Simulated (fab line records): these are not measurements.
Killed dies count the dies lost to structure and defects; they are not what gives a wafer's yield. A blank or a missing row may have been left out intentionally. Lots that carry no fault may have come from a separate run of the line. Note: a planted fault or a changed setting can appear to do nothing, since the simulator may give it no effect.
fab line records	flow ritCmos
[record] lots = 5	wafers = 23
route steps=202 shown ACTIVE@2 FOX1@20 NWELL@29 PWELL@40 WELLDRIVE@50 NRETRO@61 PRETRO@72 NLDD@111 PLDD@122 NSD@139
startH: the number of hours between the record's first day and the start of the first shown wafer of the lot	waitH: how many hours have passed since the lot's step before this one	" same as the row above	L1.1+2: a row that stands for several wafers	- no value present, or no start provided	* or withheld: withheld	< > ~ a bound
route shown NAME@n: a module of which the file shows steps, and the number in the route of the first	usual: average and standard deviation across the fault-free wafers	same: alike in all rows	chamber/n: place in a boat	sites: readings site by site	_std_site: their standard deviation	_edge_site: outer sites' mean less inner sites'	radiusMm: for every site, how far away it sits from the centre of the wafer	mask NAME#n: copy n	behind: the tool/chamber that last shaped the wafer	hold: why the lot was held/for how many hours/how that ended	device: transistor that didn't switch, given as n, p or np	end of line: the tests these same wafers got at the end of their route	a step without rows: its recipe alone	killed: dies that structure and defects cost at the first sort, which is not the same as the wafer's yield	map: shows each die of a wafer: x if killed, . if not, _ if none is there
set.NAME: setting as actually run; set.NAME@STEP: the setting as run at that earlier step	model.NAME: the simulator's own value behind a step, which no gauge read
lots with deliberately changed settings; one table per step, one row per wafer
[[steps]]
[step RIT_ACTIVE_OXIDATION_01]
[recipe] tempC = 1000	ambient = O2	targetThkA = 468	oxTimeS = 3360
lot.wafer	tool	chamber	startH	waitH	set.oxTimeS	model.SiO2_of_ACTIVE_OXIDATION_01.thkNm
L077.1	-	-	-	0.3	3214	45.83
L077.3	"	-	"	"	3214	45.7
L077.4	"	-	"	"	3214	45.63
L077.5	"	-	"	"	3214	45.51
L077.6	"	-	"	"	3214	46.09
L080.1	-	-	-	0.1	3723	50.13
L080.2	"	-	"	"	3723	49.47
L080.4	"	-	"	"	3723	49.64
L080.5+6	"	-	"	"	3723	49.75
L082.1	furnace-03	0	50.12	0.1	3360	46.32
L082.3	"	0	"	"	3360	46.13
L082.6	"	0	"	"	3360	45.5
L084.1	-	-	-	0.1	3635	49.12
L084.2	"	-	"	"	3635	49.4
L084.3	"	-	"	"	3635	49.25
L084.4	"	-	"	"	3635	49.16
L084.6	"	-	"	"	3635	49.81
L085.1	-	-	-	0.1	3757	49.37
L085.3	"	-	"	"	3757	50.78
L085.4	"	-	"	"	3757	50.83
L085.5	"	-	"	"	3757	50.5
L085.6	"	-	"	"	3757	49.99
[step RIT_ACTIVE_THK_MEAS_02]
[recipe] reads = SiO2_of_ACTIVE_OXIDATION_01
[usual] ACTIVE_OXIDE_THK = 46.3/0.64
lot.wafer	tool	chamber	startH	waitH	set.oxTimeS@ACTIVE_OXIDATION_01	ACTIVE_OXIDE_THK[nm]
L077.1	filmMetro-01	-	-	-	3214	45.8
L077.3	"	-	"	"	3214	45.7
L077.4	"	-	"	"	3214	45.6
L077.5	"	-	"	"	3214	45.6
L077.6	"	-	"	"	3214	46.1
L080.1	filmMetro-04	-	-	-	3723	50.2
L080.2	"	-	"	"	3723	49.4
L080.4	"	-	"	"	3723	49.7
L080.5	"	-	"	"	3723	49.8
L080.6	"	-	"	"	3723	49.8
L082.1	filmMetro-03	-	52.05	0.0	3360	46.4
L082.3	"	-	"	"	3360	46.1
L082.6	"	-	"	"	3360	45.5
L084.1	filmMetro-03	-	-	-	3635	49.1
L084.2	"	-	"	"	3635	49.3
L084.3	"	-	"	"	3635	49.2
L084.4	"	-	"	"	3635	49.2
L084.6	"	-	"	"	3635	49.8
L085.1	filmMetro-04	-	-	-	3757	49.3
L085.3	"	-	"	"	3757	50.7
L085.4	"	-	"	"	3757	50.8
L085.5	"	-	"	"	3757	50.5
L085.6	"	-	"	"	3757	50.1
[step RIT_ACTIVE_CVD_03]
[recipe] material = Si3N4	targetThkNm = 150	tempC = 810	precursor = SiH2Cl2/NH3	timeS = 1500	pressureMtorr = 300	sih2cl2FlowSccm = 60	nh3FlowSccm = 150
lot.wafer	tool	chamber	startH	waitH	set.nh3FlowSccm
L077.1+3+4+5+6	-	-	-	0.1	133.8
L080.1+2+4+5+6	-	-	-	0.1	150
L082.1+3+6	lpcvd-01	1	52.11	0.1	150
L084.1+2+3+4+6	-	-	-	0.1	170.6
L085.1+3+4+5+6	-	-	-	0.1	132.9
[step RIT_FOX1_OXIDATION_00]
[recipe] tempC = 1100	ambient = H2O	targetThkA = 3507	pH2oTorr = 720	oxTimeS = 1130
lot.wafer	tool	chamber	startH	waitH	set.oxTimeS	set.nh3FlowSccm@ACTIVE_CVD_03	model.SiO2_of_FOX1_OXIDATION_00.thkNm	model.Si3N4_of_ACTIVE_CVD_03.thkNm
L077.1	-	-	-	0.7	1130	133.8	348.7	126.5
L077.3	"	-	"	"	1130	133.8	352	128.2
L077.4	"	-	"	"	1130	133.8	346.4	128.7
L077.5	"	-	"	"	1130	133.8	346.6	128.5
L077.6	"	-	"	"	1130	133.8	345.1	128.2
L080.1	-	-	-	0.0	1047	150	320.9	143
L080.2	"	-	"	"	1047	150	321.5	143
L080.4	"	-	"	"	1047	150	332.5	143.2
L080.5	"	-	"	"	1047	150	318.3	142.6
L080.6	"	-	"	"	1047	150	323.3	142.2
L082.1	furnace-03	0	55.94	0.1	1130	150	346.8	141.5
L082.3	"	0	"	"	1130	150	335.7	141.1
L082.6	"	0	"	"	1130	150	339.7	141.7
L084.1	-	-	-	0.0	1291	170.6	381.8	157.8
L084.2	"	-	"	"	1291	170.6	379.2	157.8
L084.3	"	-	"	"	1291	170.6	383.5	157.8
L084.4	"	-	"	"	1291	170.6	382.4	157.7
L084.6	"	-	"	"	1291	170.6	380.9	157.3
L085.1	-	-	-	0.0	1225	132.9	362	129.3
L085.3	"	-	"	"	1225	132.9	362.1	129.3
L085.4	"	-	"	"	1225	132.9	365.4	130.1
L085.5	"	-	"	"	1225	132.9	361.9	128.5
L085.6	"	-	"	"	1225	132.9	369	129.6
[step RIT_FOX1_THK_MEAS_01]
[recipe] reads = SiO2_of_FOX1_OXIDATION_00
[usual] FOX1_OXIDE_THK = 348/5.8
lot.wafer	tool	chamber	startH	waitH	set.oxTimeS@FOX1_OXIDATION_00	FOX1_OXIDE_THK[nm]
L077.1	filmMetro-04	-	-	-	1130	349
L077.3	"	-	"	"	1130	352
L077.4	"	-	"	"	1130	347
L077.5	"	-	"	"	1130	347
L077.6	"	-	"	"	1130	345
L080.1	filmMetro-02	-	-	-	1047	321
L080.2	"	-	"	"	1047	322
L080.4	"	-	"	"	1047	333
L080.5	"	-	"	"	1047	318
L080.6	"	-	"	"	1047	324
L082.1	filmMetro-02	-	57.25	0.0	1130	347
L082.3	"	-	"	"	1130	336
L082.6	"	-	"	"	1130	340
L084.1	filmMetro-02	-	-	-	1291	382
L084.2	"	-	"	"	1291	379
L084.3	"	-	"	"	1291	384
L084.4	"	-	"	"	1291	382
L084.6	"	-	"	"	1291	381
L085.1	filmMetro-04	-	-	-	1225	362
L085.3	"	-	"	"	1225	362
L085.4	"	-	"	"	1225	365
L085.5	"	-	"	"	1225	362
L085.6	"	-	"	"	1225	369
[step RIT_NWELL_COAT_01]
[recipe] resist = NOVOLAK	spinRpm = 2000	resistThkNm = 1300
lot.wafer	tool	chamber	startH	waitH	set.spinRpm	model.NOVOLAK_of_NWELL_COAT_01.thkNm
L077.1+5	lithoTrack-01	0	35.37	0.1	2000	1299
L077.3	"	0	"	"	2078	1272
L077.4	"	0	"	"	2078	1275
L077.6	"	0	"	"	2000	1297
L080.1	lithoTrack-01	0	49.76	0.1	1855	1350
L080.2	"	0	"	"	2000	1295
L080.4	"	0	"	"	1855	1347
L080.5	"	0	"	"	2000	1300
L080.6	"	0	"	"	2000	1297
L082.1	lithoTrack-03	0	60.44	0.1	2000	1296
L082.3+6	"	0	"	"	2000	1299
L084.1+2	lithoTrack-02	0	69.52	0.1	2000	1303
L084.3	"	0	"	"	2000	1306
L084.4	"	0	"	"	2000	1300
L084.6	"	0	"	"	2000	1304
L085.1	lithoTrack-02	0	74.40	0.1	2000	1311
L085.3+5	"	0	"	"	2000	1307
L085.4	"	0	"	"	2000	1310
L085.6	"	0	"	"	2000	1309
[step RIT_NWELL_SOFTBAKE_02]
[recipe] resist = NOVOLAK	tempC = 90	timeS = 60
[step RIT_NWELL_EXPOSE_03]
[recipe] maskId = M2	na = 0.57	targetCdNm = 43900	doseMj = 250
[step RIT_NWELL_DEVELOP_05]
[recipe] resist = NOVOLAK	developTimeS = 68	devTempC = 23
[step RIT_NWELL_HARDBAKE_07]
[recipe] resist = NOVOLAK	tempC = 140	timeS = 120
lot.wafer	tool	chamber	startH	waitH	set.spinRpm@NWELL_COAT_01	model.NOVOLAK_of_NWELL_COAT_01.thkNm
L077.1+5	lithoTrack-02	0	36.26	0.0	2000	1136
L077.3	"	0	"	"	2078	1113
L077.4	"	0	"	"	2078	1115
L077.6	"	0	"	"	2000	1134
L080.1	lithoTrack-01	0	50.65	0.0	1855	1180
L080.2	"	0	"	"	2000	1133
L080.4	"	0	"	"	1855	1177
L080.5	"	0	"	"	2000	1136
L080.6	"	0	"	"	2000	1135
L082.1	lithoTrack-02	0	61.20	0.0	2000	1133
L082.3+6	"	0	"	"	2000	1136
L084.1+2+6	lithoTrack-02	0	70.43	0.0	2000	1140
L084.3	"	0	"	"	2000	1142
L084.4	"	0	"	"	2000	1137
L085.1	lithoTrack-01	0	75.29	0.0	2000	1146
L085.3+5	"	0	"	"	2000	1143
L085.4	"	0	"	"	2000	1145
L085.6	"	0	"	"	2000	1144
[step RIT_NWELL_IMPLANT_08]
[recipe] species = P	energyKev = 170	doseCm2 = 5e+13	tiltDeg = 7
lot.wafer	tool	chamber	startH	waitH	set.doseCm2
L077.1+3+4+5+6	implanter-03	0	36.51	0.2	5e+13
L080.1+5+6	implanter-04	0	50.90	0.2	5e+13
L080.2+4	"	0	"	"	4.774e+13
L082.1+3+6	implanter-03	0	61.45	0.2	5e+13
L084.1+2+3+4+6	implanter-01	0	70.68	0.2	5e+13
L085.1+4	implanter-03	0	75.54	0.2	5.241e+13
L085.3+5+6	"	0	"	"	5e+13
[step RIT_PWELL_COAT_01]
[recipe] resist = NOVOLAK	spinRpm = 2000	resistThkNm = 1300
lot.wafer	tool	chamber	startH	waitH	set.spinRpm	model.NOVOLAK_of_PWELL_COAT_01.thkNm
L077.1	lithoTrack-02	0	37.05	0.1	2000	1298
L077.3	"	0	"	"	1922	1324
L077.4	"	0	"	"	2000	1300
L077.5	"	0	"	"	1922	1325
L077.6	"	0	"	"	1922	1323
L080.1	lithoTrack-03	0	51.44	0.1	2041	1292
L080.2	"	0	"	"	2000	1297
L080.4+6	"	0	"	"	2041	1288
L080.5	"	0	"	"	2000	1304
L082.1	lithoTrack-02	0	61.99	0.1	2000	1305
L082.3+6	"	0	"	"	2000	1303
L084.1+4	lithoTrack-03	0	71.23	0.1	2000	1297
L084.2+3+6	"	0	"	"	2000	1295
L085.1+6	lithoTrack-02	0	76.07	0.1	2000	1304
L085.3	"	0	"	"	2000	1301
L085.4	"	0	"	"	2000	1302
L085.5	"	0	"	"	2000	1299
[step RIT_PWELL_SOFTBAKE_02]
[recipe] resist = NOVOLAK	tempC = 90	timeS = 60
[step RIT_PWELL_EXPOSE_03]
[recipe] maskId = M3	na = 0.57	targetCdNm = 43700	doseMj = 250
[step RIT_PWELL_DEVELOP_05]
[recipe] resist = NOVOLAK	developTimeS = 68	devTempC = 23
[step RIT_PWELL_HARDBAKE_07]
[recipe] resist = NOVOLAK	tempC = 140	timeS = 120
lot.wafer	tool	chamber	startH	waitH	set.spinRpm@PWELL_COAT_01	model.NOVOLAK_of_PWELL_COAT_01.thkNm
L077.1	lithoTrack-02	0	37.94	0.0	2000	1135
L077.3	"	0	"	"	1922	1157
L077.4	"	0	"	"	2000	1137
L077.5	"	0	"	"	1922	1159
L077.6	"	0	"	"	1922	1156
L080.1	lithoTrack-03	0	52.20	0.0	2041	1130
L080.2	"	0	"	"	2000	1135
L080.4+6	"	0	"	"	2041	1127
L080.5	"	0	"	"	2000	1140
L082.1	lithoTrack-03	0	62.88	0.0	2000	1141
L082.3	"	0	"	"	2000	1140
L082.6	"	0	"	"	2000	1139
L084.1+4	lithoTrack-03	0	71.99	0.0	2000	1134
L084.2	"	0	"	"	2000	1132
L084.3+6	"	0	"	"	2000	1133
L085.1+6	lithoTrack-04	0	76.84	0.0	2000	1140
L085.3	"	0	"	"	2000	1138
L085.4	"	0	"	"	2000	1139
L085.5	"	0	"	"	2000	1136
[step RIT_PWELL_IMPLANT_08]
[recipe] species = B	energyKev = 170	doseCm2 = 7e+13	tiltDeg = 7
lot.wafer	tool	chamber	startH	waitH	set.doseCm2
L077.1+3+4+5+6	implanter-02	0	38.19	0.2	7e+13
L080.1+6	implanter-01	0	52.45	0.2	7.341e+13
L080.2+4+5	"	0	"	"	7e+13
L082.1+3+6	implanter-01	0	63.13	0.2	7e+13
L084.1+2+6	implanter-01	0	72.24	0.2	7e+13
L084.3+4	"	0	"	"	6.798e+13
L085.1+5	implanter-01	0	77.09	0.2	7e+13
L085.3+4+6	"	0	"	"	6.697e+13
[step RIT_PWELL_STRIP_09]
[recipe] chemistry = O2	timeS = 180	resist = NOVOLAK	platenTempC = withheld	powerW = 500	pressureMtorr = 4000	o2FlowSccm = 4000
[step RIT_PWELL_TW_MEAS_10]
[usual] PWELL_TW = 957/6.7
lot.wafer	tool	chamber	startH	waitH	set.doseCm2@PWELL_IMPLANT_08	PWELL_TW
L077.1	filmMetro-03	-	38.51	0.1	7e+13	954
L077.3	"	-	"	"	7e+13	958
L077.4	"	-	"	"	7e+13	960
L077.5	"	-	"	"	7e+13	957
L077.6	"	-	"	"	7e+13	961
L080.1	filmMetro-02	-	52.78	0.1	7.341e+13	972
L080.2	"	-	"	"	7e+13	954
L080.4	"	-	"	"	7e+13	956
L080.5	"	-	"	"	7e+13	951
L080.6	"	-	"	"	7.341e+13	973
L082.1	filmMetro-03	-	63.46	0.1	7e+13	961
L082.3	"	-	"	"	7e+13	960
L082.6	"	-	"	"	7e+13	963
L084.1	filmMetro-02	-	72.57	0.1	7e+13	949
L084.2	"	-	"	"	7e+13	950
L084.3	"	-	"	"	6.798e+13	946
L084.4	"	-	"	"	6.798e+13	945
L084.6	"	-	"	"	7e+13	951
L085.1	filmMetro-02	-	77.41	0.1	7e+13	951
L085.3	"	-	"	"	6.697e+13	948
L085.4	"	-	"	"	6.697e+13	941
L085.5	"	-	"	"	7e+13	954
L085.6	"	-	"	"	6.697e+13	942
[step RIT_WELLDRIVE_ANNEAL_00]
[recipe] tempC = 1100	timeS = 14700	ambient = N2
[step RIT_WELLDRIVE_RS_MEAS_01]
[recipe] thkMeasGauge = four-point-probe
[usual] NWELL_RS = 275.7/0.7
lot.wafer	tool	chamber	startH	waitH	set.doseCm2@NWELL_IMPLANT_08	NWELL_RS[ohm/sq]
L077.1	filmMetro-02	-	43.94	0.0	5e+13	276.4
L077.3	"	-	"	"	5e+13	275.7
L077.4	"	-	"	"	5e+13	275.9
L077.5	"	-	"	"	5e+13	275.7
L077.6	"	-	"	"	5e+13	276.1
L080.1	filmMetro-02	-	57.92	0.0	5e+13	276.2
L080.2	"	-	"	"	4.774e+13	285.0
L080.4	"	-	"	"	4.774e+13	284.4
L080.5	"	-	"	"	5e+13	276.2
L080.6	"	-	"	"	5e+13	276.4
L082.1	filmMetro-03	-	68.60	0.0	5e+13	276.3
L082.3	"	-	"	"	5e+13	276.0
L082.6	"	-	"	"	5e+13	275.7
L084.1	filmMetro-03	-	77.71	0.0	5e+13	274.4
L084.2	"	-	"	"	5e+13	274.4
L084.3	"	-	"	"	5e+13	274.9
L084.4	"	-	"	"	5e+13	275.6
L084.6	"	-	"	"	5e+13	275.0
L085.1	filmMetro-04	-	82.56	0.0	5.241e+13	269.0
L085.3	"	-	"	"	5e+13	275.6
L085.4	"	-	"	"	5.241e+13	267.0
L085.5	"	-	"	"	5e+13	275.4
L085.6	"	-	"	"	5e+13	274.2
[step RIT_WELLDRIVE_RS_MEAS_02]
[recipe] thkMeasGauge = four-point-probe
[usual] PWELL_RS = 429.9/1.3
lot.wafer	tool	chamber	startH	waitH	set.doseCm2@PWELL_IMPLANT_08	PWELL_RS[ohm/sq]
L077.1	filmMetro-02	-	44.06	0.1	7e+13	429.2
L077.3	"	-	"	"	7e+13	429.9
L077.4	"	-	"	"	7e+13	430.2
L077.5	"	-	"	"	7e+13	428.0
L077.6	"	-	"	"	7e+13	428.2
L080.1	filmMetro-02	-	58.04	0.1	7.341e+13	416.5
L080.2	"	-	"	"	7e+13	430.6
L080.4	"	-	"	"	7e+13	429.2
L080.5	"	-	"	"	7e+13	429.7
L080.6	"	-	"	"	7.341e+13	417.6
L082.1	filmMetro-03	-	68.72	0.1	7e+13	431.6
L082.3	"	-	"	"	7e+13	431.4
L082.6	"	-	"	"	7e+13	431.6
L084.1	filmMetro-03	-	77.83	0.1	7e+13	430.5
L084.2	"	-	"	"	7e+13	430.8
L084.3	"	-	"	"	6.798e+13	439.0
L084.4	"	-	"	"	6.798e+13	440.7
L084.6	"	-	"	"	7e+13	432.5
L085.1	filmMetro-04	-	82.68	0.1	7e+13	428.4
L085.3	"	-	"	"	6.697e+13	440.2
L085.4	"	-	"	"	6.697e+13	441.2
L085.5	"	-	"	"	7e+13	427.2
L085.6	"	-	"	"	6.697e+13	440.9
[step RIT_NRETRO_IMPLANT_08]
[recipe] species = P	energyKev = 70	doseCm2 = 1e+13	tiltDeg = 7
lot.wafer	tool	chamber	startH	waitH	set.doseCm2
L077.1+4+5	implanter-03	0	45.47	0.2	1.06e+13
L077.3+6	"	0	"	"	1e+13
L080.1+2	implanter-01	0	59.45	0.2	1.059e+13
L080.4+5+6	"	0	"	"	1e+13
L082.1+3+6	implanter-03	0	70.13	0.2	1e+13
L084.1+3+6	implanter-01	0	79.12	0.2	9.326e+12
L084.2+4	"	0	"	"	1e+13
L085.1+6	implanter-01	0	84.09	0.2	9.71e+12
L085.3+4+5	"	0	"	"	1e+13
[step RIT_NRETRO_STRIP_09]
[recipe] chemistry = O2	timeS = 180	resist = NOVOLAK	platenTempC = withheld	powerW = 500	pressureMtorr = 4000	o2FlowSccm = 4000
[step RIT_NRETRO_TW_MEAS_10]
[usual] NRETRO_TW = 1055/12
lot.wafer	tool	chamber	startH	waitH	set.doseCm2@NRETRO_IMPLANT_08	NRETRO_TW
L077.1	filmMetro-01	-	45.79	0.1	1.06e+13	1063
L077.3	"	-	"	"	1e+13	1044
L077.4	"	-	"	"	1.06e+13	1068
L077.5	"	-	"	"	1.06e+13	1063
L077.6	"	-	"	"	1e+13	1044
L080.1	filmMetro-01	-	59.78	0.1	1.059e+13	1060
L080.2	"	-	"	"	1.059e+13	1059
L080.4	"	-	"	"	1e+13	1037
L080.5	"	-	"	"	1e+13	1042
L080.6	"	-	"	"	1e+13	1038
L082.1	filmMetro-04	-	70.45	0.1	1e+13	1068
L082.3	"	-	"	"	1e+13	1060
L082.6	"	-	"	"	1e+13	1069
L084.1	filmMetro-03	-	79.44	0.1	9.326e+12	1039
L084.2	"	-	"	"	1e+13	1063
L084.3	"	-	"	"	9.326e+12	1039
L084.4	"	-	"	"	1e+13	1062
L084.6	"	-	"	"	9.326e+12	1038
L085.1	filmMetro-03	-	84.41	0.1	9.71e+12	1053
L085.3	"	-	"	"	1e+13	1058
L085.4	"	-	"	"	1e+13	1058
L085.5	"	-	"	"	1e+13	1061
L085.6	"	-	"	"	9.71e+12	1051
[step RIT_PRETRO_IMPLANT_08]
[recipe] species = B	energyKev = 45	doseCm2 = 1.2e+13	tiltDeg = 7
lot.wafer	tool	chamber	startH	waitH	set.energyKev	model.implant.rpNm	model.implant.drpNm
L077.1+3+4+5+6	implanter-03	0	47.20	0.2	45	146.1	55.07
L080.1+2+4+5+6	implanter-02	0	61.13	0.2	45	146.2	55.07
L082.1+3+6	implanter-03	0	71.86	0.2	45	140.8	55.07
L084.1+6	implanter-04	0	80.67	0.2	45	148.1	55.07
L084.2+3+4	"	0	"	"	46.21	151.9	55.94
L085.1+3+6	implanter-04	0	85.76	0.2	45	140.6	55.07
L085.4+5	"	0	"	"	42.4	132.9	53.15
[step RIT_NLDD_IMPLANT_08]
[recipe] species = P	energyKev = 20	doseCm2 = 5e+14	tiltDeg = 7
lot.wafer	tool	chamber	startH	waitH	set.energyKev	model.implant.rpNm	model.implant.drpNm
L077.1+6	implanter-01	0	57.04	0.1	19.2	26.33	12.65
L077.3+4+5	"	0	"	"	20	27.06	12.97
L080.1+2+4+5+6	implanter-04	0	71.26	0.1	20	27.66	12.97
L082.1+3+6	implanter-01	0	82.08	0.1	20	26.68	12.97
L084.1+4	implanter-03	0	90.43	0.1	20	28.47	12.97
L084.2+3+6	"	0	"	"	18.82	27.32	12.5
L085.1+3+4+5+6	implanter-01	0	96.93	0.1	20	27.55	12.97
[step RIT_PLDD_IMPLANT_08]
[recipe] species = BF2	energyKev = 20	doseCm2 = 9e+14	tiltDeg = 7
lot.wafer	tool	chamber	startH	waitH	set.doseCm2
L077.1+3+6	implanter-02	0	58.58	0.1	8.369e+14
L077.4+5	"	0	"	"	9e+14
L080.1+2+6	implanter-04	0	72.81	0.1	9e+14
L080.4+5	"	0	"	"	8.749e+14
L082.1+3+6	implanter-02	0	83.63	0.1	9e+14
L084.1+2	implanter-02	0	92.12	0.1	9.347e+14
L084.3+4+6	"	0	"	"	9e+14
L085.1+5	implanter-04	0	98.47	0.1	8.727e+14
L085.3+4+6	"	0	"	"	9e+14
[step RIT_NSD_IMPLANT_08]
[recipe] species = P	energyKev = 25	doseCm2 = 1e+15	tiltDeg = 7
lot.wafer	tool	chamber	startH	waitH	set.doseCm2
L077.1+4+5	implanter-02	0	62.50	0.1	9.706e+14
L077.3+6	"	0	"	"	1e+15
L080.1+6	implanter-02	0	76.72	0.1	1.026e+15
L080.2+4+5	"	0	"	"	1e+15
L082.1+3+6	implanter-03	0	87.67	0.1	1e+15
L084.1+3+4	implanter-02	0	96.29	0.1	1e+15
L084.2+6	"	0	"	"	9.359e+14
L085.1+4	implanter-03	0	102.77	0.1	1e+15
L085.3+5+6	"	0	"	"	9.525e+14
[[key]]
[split] step = RIT_ACTIVE_OXIDATION_01	setting = oxTimeS	stated = 3360	by = lot
[response] step = RIT_ACTIVE_OXIDATION_01	reading = model.SiO2_of_ACTIVE_OXIDATION_01.thkNm	change = +0.293	per = 1%	r = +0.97
[response] step = RIT_ACTIVE_THK_MEAS_02	reading = ACTIVE_OXIDE_THK	change = +0.293	per = 1%	r = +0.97
[split] step = RIT_ACTIVE_CVD_03	setting = nh3FlowSccm	stated = 150	by = lot
[response] step = RIT_FOX1_OXIDATION_00	reading = model.Si3N4_of_ACTIVE_CVD_03.thkNm	change = +1.17	per = 1%	r = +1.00
[split] step = RIT_FOX1_OXIDATION_00	setting = oxTimeS	stated = 1130	by = lot
[response] step = RIT_FOX1_OXIDATION_00	reading = model.SiO2_of_FOX1_OXIDATION_00.thkNm	change = +2.63	per = 1%	r = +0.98
[response] step = RIT_FOX1_THK_MEAS_01	reading = FOX1_OXIDE_THK	change = +2.63	per = 1%	r = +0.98
[split] step = RIT_NWELL_COAT_01	setting = spinRpm	stated = 2000	by = wafer
[response] step = RIT_NWELL_COAT_01	reading = model.NOVOLAK_of_NWELL_COAT_01.thkNm	change = -6.88	per = 1%	r = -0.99
[response] step = RIT_NWELL_HARDBAKE_07	reading = model.NOVOLAK_of_NWELL_COAT_01.thkNm	change = -5.93	per = 1%	r = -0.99
[split] step = RIT_NWELL_IMPLANT_08	setting = doseCm2	stated = 5e+13	by = wafer
[response] step = RIT_WELLDRIVE_RS_MEAS_01	reading = NWELL_RS	change = -1.65	per = 1%	r = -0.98
[split] step = RIT_PWELL_COAT_01	setting = spinRpm	stated = 2000	by = wafer
[response] step = RIT_PWELL_COAT_01	reading = model.NOVOLAK_of_PWELL_COAT_01.thkNm	change = -6.17	per = 1%	r = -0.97
[response] step = RIT_PWELL_HARDBAKE_07	reading = model.NOVOLAK_of_PWELL_COAT_01.thkNm	change = -5.31	per = 1%	r = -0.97
[split] step = RIT_PWELL_IMPLANT_08	setting = doseCm2	stated = 7e+13	by = wafer
[response] step = RIT_PWELL_TW_MEAS_10	reading = PWELL_TW	change = +2.79	per = 1%	r = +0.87
[response] step = RIT_WELLDRIVE_RS_MEAS_02	reading = PWELL_RS	change = -2.81	per = 1%	r = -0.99
[split] step = RIT_NRETRO_IMPLANT_08	setting = doseCm2	stated = 1e+13	by = wafer
[response] step = RIT_NRETRO_TW_MEAS_10	reading = NRETRO_TW	change = +3.41	per = 1%	r = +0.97
[split] step = RIT_PRETRO_IMPLANT_08	setting = energyKev	stated = 45	by = wafer
[response] step = RIT_PRETRO_IMPLANT_08	reading = model.implant.rpNm	change = +1.35	per = 1%	r = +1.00
[response] step = RIT_PRETRO_IMPLANT_08	reading = model.implant.drpNm	change = +0.332	per = 1%	r = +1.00
[split] step = RIT_NLDD_IMPLANT_08	setting = energyKev	stated = 20	by = wafer
[response] step = RIT_NLDD_IMPLANT_08	reading = model.implant.rpNm	change = +0.191	per = 1%	r = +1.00
[response] step = RIT_NLDD_IMPLANT_08	reading = model.implant.drpNm	change = +0.0791	per = 1%	r = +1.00
[split] step = RIT_PLDD_IMPLANT_08	setting = doseCm2	stated = 9e+14	by = wafer
response none in this file
[split] step = RIT_NSD_IMPLANT_08	setting = doseCm2	stated = 1e+15	by = wafer
response none in this file
